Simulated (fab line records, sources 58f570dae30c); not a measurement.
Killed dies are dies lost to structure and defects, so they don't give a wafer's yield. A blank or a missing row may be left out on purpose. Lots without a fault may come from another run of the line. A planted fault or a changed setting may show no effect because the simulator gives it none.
Which tool did it? | flow berkeley_cmos170 | 7 lots, 21 wafers sampled, at 1 step of a route of 331

WHAT THE GAUGES READ, wafer by wafer
UCB170_ACTIVE_OVL_MEAS_14.
lot  | measured    | on         | ACTIVE_OVL (nm)
L234 | day 4 11:20 | overlay-01 | 5 6 2
L235 | day 4 22:18 | overlay-02 | 1 5 4
L240 | day 5 13:44 | overlay-02 | -6 -2 -3
L245 | day 6 07:41 | overlay-01 | 6 8 8
L250 | day 7 09:57 | overlay-01 | -8 -5 -10
L254 | day 8 12:03 | overlay-01 | 8 6 11
L255 | day 8 16:16 | overlay-02 | -1 1 -1

WHICH TOOL RAN EACH LOT (tool, then ch and the chambers of the sampled wafers, then the start)
The record holds no process step before these readings.

THE ANSWER, worked out from the rows above alone
Rule: what is usual is taken from the lots themselves. Put in order of their means at a reading, lots are off if they are a third of the lots or fewer, leave a main group of 4 or more, and stand apart from it by a gap of 3 or more times the standard deviation of the main group's means; of several such gaps the widest counts. A main group whose means are all the same, to the digits that the tables above print for the reading, isn't used. A lot without any number at a reading at which 4 lots or more have one is off too. The other lots that the step has rows for count as sound.
No lot is off at any reading shown: from this, nothing can be told.

WHAT THE SIMULATOR HAD PUT IN
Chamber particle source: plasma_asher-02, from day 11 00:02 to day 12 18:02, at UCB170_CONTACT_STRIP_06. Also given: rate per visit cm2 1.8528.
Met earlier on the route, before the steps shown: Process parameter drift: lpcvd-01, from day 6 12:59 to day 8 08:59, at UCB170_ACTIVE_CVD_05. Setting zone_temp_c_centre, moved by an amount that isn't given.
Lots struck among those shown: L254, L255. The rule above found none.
